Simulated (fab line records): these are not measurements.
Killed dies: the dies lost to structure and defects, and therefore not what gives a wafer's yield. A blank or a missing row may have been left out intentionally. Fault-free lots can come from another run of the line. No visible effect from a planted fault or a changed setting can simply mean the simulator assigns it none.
One fault through the eyes of 2 desks | flow rit_cmos | each desk has only its own numbers; what lay behind them comes last

== METROLOGY DESK ==
What the gauges read, lot by lot, whatever tool the lot ran on: means of the sampled wafers that have a number. Any lot whose mean is over 4 standard deviations away from the usual mean is out of limits and marked OUT; that distance is given in the brackets.
Columns: A = FIELD_OXIDE_LEFT_1_THK at RIT_FOX2_THK_MEAS_90, usual 323 nm
lot  | first seen here | A
L532 | day 1 19:12     | 333
L533 | day 2 01:38     | 318
L534 | day 2 05:34     | 317
L535 | day 2 10:28     | 324
L538 | day 3 01:43     | 321
L541 | day 3 16:45     | 330
L542 | day 3 22:14     | 321
L543 | day 4 03:06     | 321
L547 | day 4 22:52     | 328
L551 | day 5 18:13     | 335
L552 | day 5 23:16     | 320
L553 | day 6 05:44     | 331
L554 | day 6 10:40     | 312
This desk's finding: nothing out of limits on any of the 13 lots.

== FOR THE TOOL OWNER'S DESK: wet_bench-04 ==
The tool's own readings at RIT_SDANNEAL_CLEAN_01 (cleans in dHF, time 30 s): means of the sampled wafers that have a number, for each lot that ran on this tool. Any lot whose mean is over 4 standard deviations away from the usual mean is out of limits and marked OUT; that distance is given in the brackets.
Columns: A = run_length_s at RIT_SDANNEAL_CLEAN_01, usual 58.0 s
lot  | first seen here | A
L532 | day 3 01:11     | 61.1
L535 | day 3 16:11     | 54.8
L542 | day 5 03:53     | 55.4
L543 | day 5 07:58     | 60.8
L547 | day 6 03:44     | 176.4 (+42) OUT
This desk's finding: out of limits on L547; first on L547, day 6 03:44 (run_length_s at RIT_SDANNEAL_CLEAN_01). L532, L535, L542, L543 stayed within limits.

== BROUGHT TOGETHER ==
The tool owner's desk could have raised an alarm at day 6 03:44, on L547.
At the metrology desk, nothing out of limits was observed.
The metrology desk holds a record of L547, inside its limits.
Of the lots named, all ran RIT_SDANNEAL_CLEAN_01 on wet_bench-04.

== WHAT HAD BEEN PUT IN BY THE SIMULATOR ==
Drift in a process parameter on wet_bench-04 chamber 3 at RIT_SDANNEAL_CLEAN_01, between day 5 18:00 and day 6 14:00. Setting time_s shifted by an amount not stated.
Shown lots that were struck: L547.
Time in hours from fault onset to the first out-of-limits reading at each desk: the tool owner's desk, 10.
